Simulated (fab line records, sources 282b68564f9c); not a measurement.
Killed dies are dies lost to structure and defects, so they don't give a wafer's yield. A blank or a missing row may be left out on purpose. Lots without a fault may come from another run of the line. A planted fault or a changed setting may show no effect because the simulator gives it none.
Which tool did it? | flow rit_cmos | 13 lots, 39 wafers sampled, at 3 steps of a route of 202

WHAT THE GAUGES READ, wafer by wafer
RIT_WELLDRIVE_RS_MEAS_01: measures by four-point-probe.
lot  | measured    | on            | NWELL_RS (ohm/sq)
L316 | day 2 11:55 | film_metro-01 | 275.3 275.8 276.1
L317 | day 2 17:15 | film_metro-03 | 274.6 275.0 275.1
L318 | day 2 17:24 | film_metro-01 | 274.8 274.7 274.9
L320 | day 3 01:26 | film_metro-01 | 273.9 274.3 274.6
L321 | day 3 06:35 | film_metro-03 | 275.1 276.6 276.2
L323 | day 3 19:12 | film_metro-02 | 277.1 276.8 277.2
L324 | day 3 20:48 | film_metro-03 | 300.8 300.1 300.7
L327 | day 4 17:00 | film_metro-01 | 276.5 275.6 275.3
L333 | day 5 18:58 | film_metro-01 | 274.5 274.6 274.9
L335 | day 6 05:44 | film_metro-03 | 274.7 275.3 275.4
L337 | day 6 14:05 | film_metro-03 | 273.9 274.7 274.7
L338 | day 6 20:38 | film_metro-02 | 276.3 275.1 276.0
L339 | day 7 01:11 | film_metro-03 | 275.4 274.2 274.9

RIT_WELLDRIVE_RS_MEAS_02: measures by four-point-probe.
lot  | measured    | on            | PWELL_RS (ohm/sq)
L316 | day 2 12:02 | film_metro-01 | 430.2 430.5 430.7
L317 | day 2 17:22 | film_metro-03 | 430.4 429.9 429.0
L318 | day 2 17:31 | film_metro-01 | 431.0 429.7 430.4
L320 | day 3 01:34 | film_metro-01 | 432.4 430.9 431.6
L321 | day 3 06:43 | film_metro-03 | 430.8 429.8 429.9
L323 | day 3 19:19 | film_metro-02 | 430.5 431.8 430.8
L324 | day 3 20:55 | film_metro-03 | 455.9 457.1 458.0
L327 | day 4 17:07 | film_metro-01 | 429.1 429.9 429.4
L333 | day 5 19:05 | film_metro-01 | 431.2 430.3 431.4
L335 | day 6 05:51 | film_metro-03 | 427.7 428.0 425.8
L337 | day 6 14:13 | film_metro-03 | 431.1 431.2 431.8
L338 | day 6 20:46 | film_metro-02 | 430.1 429.5 430.0
L339 | day 7 01:19 | film_metro-03 | 430.2 430.6 431.1

WHICH TOOL RAN EACH LOT (tool, then ch and the chambers of the sampled wafers, then the start)
lot  | RIT_WELLDRIVE_ANNEAL_00
L316 | furnace-04 ch 0, day 2 06:50
L317 | furnace-04 ch 0, day 2 12:10
L318 | furnace-04 ch 0, day 2 12:10
L320 | furnace-04 ch 0, day 2 20:22
L321 | furnace-04 ch 0, day 3 01:30
L323 | furnace-03 ch 0, day 3 14:03
L324 | furnace-04 ch 0, day 3 15:43
L327 | furnace-03 ch 0, day 4 11:52
L333 | furnace-01 ch 0, day 5 13:52
L335 | furnace-03 ch 0, day 6 00:39
L337 | furnace-03 ch 0, day 6 08:59
L338 | furnace-03 ch 0, day 6 15:32
L339 | furnace-01 ch 0, day 6 20:07
- RIT_WELLDRIVE_ANNEAL_00: time 14700 s.

WHAT THE TOOLS THEMSELVES READ (means of the sampled wafers that have a number; where no wafer has one, the mark that the record gives instead)
RIT_WELLDRIVE_ANNEAL_00.
lot  | tool       | run_length_s (s) | spike_tc_source_C (C) | tube_center_temp_C_max | zone_power_centre_pct (%)
L316 | furnace-04 | 18276            | 1123.3                | 1103.2                 | 57
L317 | furnace-04 | 18267            | 1124.0                | 1102.7                 | 56
L318 | furnace-04 | 18281            | 1124.1                | 1102.9                 | 57
L320 | furnace-04 | 18269            | 1124.5                | 1102.3                 | 56
L321 | furnace-04 | 18270            | 1124.1                | 1102.8                 | 58
L323 | furnace-03 | 18278            | 1122.7                | 1102.4                 | 49
L324 | furnace-04 | 12385            | 1123.9                | 1103.0                 | 57
L327 | furnace-03 | 18270            | 1123.8                | 1102.9                 | 49
L333 | furnace-01 | 18274            | 1129.1                | 1103.0                 | 53
L335 | furnace-03 | 18275            | 1123.2                | 1102.8                 | 49
L337 | furnace-03 | 18269            | 1123.5                | 1103.0                 | 49
L338 | furnace-03 | 18268            | 1123.2                | 1102.9                 | 49
L339 | furnace-01 | 18284            | 1128.9                | 1102.6                 | 53

THE ANSWER, worked out from the rows above alone
Rule: what is usual is taken from the lots themselves. Put in order of their means at a reading, lots are off if they are a third of the lots or fewer, leave a main group of 4 or more, and stand apart from it by a gap of 3 or more times the standard deviation of the main group's means; of several such gaps the widest counts. A main group whose means are all the same, to the digits that the tables above print for the reading, isn't used. A lot without any number at a reading at which 4 lots or more have one is off too. The other lots that the step has rows for count as sound. The gauges are gone through in route order, then the tools' own readings, and for those a lot's mean is taken as printed above. The first step at which some lot is off is used, and at that step the reading that is off furthest; a lot without a number counts as furthest.
Off: L324, at RIT_WELLDRIVE_RS_MEAS_01 (NWELL_RS). The main group: mean 275.3 ohm/sq, standard deviation 0.76.
A tool fits if, at a process step before that reading, it ran every lot that is off, and no sound lot after the first of them. The gauges at RIT_WELLDRIVE_RS_MEAS_01 aren't tried: what is off there is off at RIT_WELLDRIVE_ANNEAL_00 too, on other tools, and a gauge's error can't cause that. One fits: furnace-04 at RIT_WELLDRIVE_ANNEAL_00. Its last sound lot is L321 (day 3 01:30), its first lot that is off L324 (day 3 15:43): a fault that began between those two fits.
The tool's own readings at RIT_WELLDRIVE_ANNEAL_00 bear it out: on the lots that are off they differ by more than 5 times the standard deviation of the sound lots' means. run_length_s reads 12385 s there against 18273 s on the sound lots.

WHAT THE SIMULATOR HAD PUT IN
Process parameter drift: furnace-04, from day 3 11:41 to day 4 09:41, at RIT_WELLDRIVE_ANNEAL_00. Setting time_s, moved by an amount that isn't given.
Lots struck among those shown: L324. The rule above found the same.
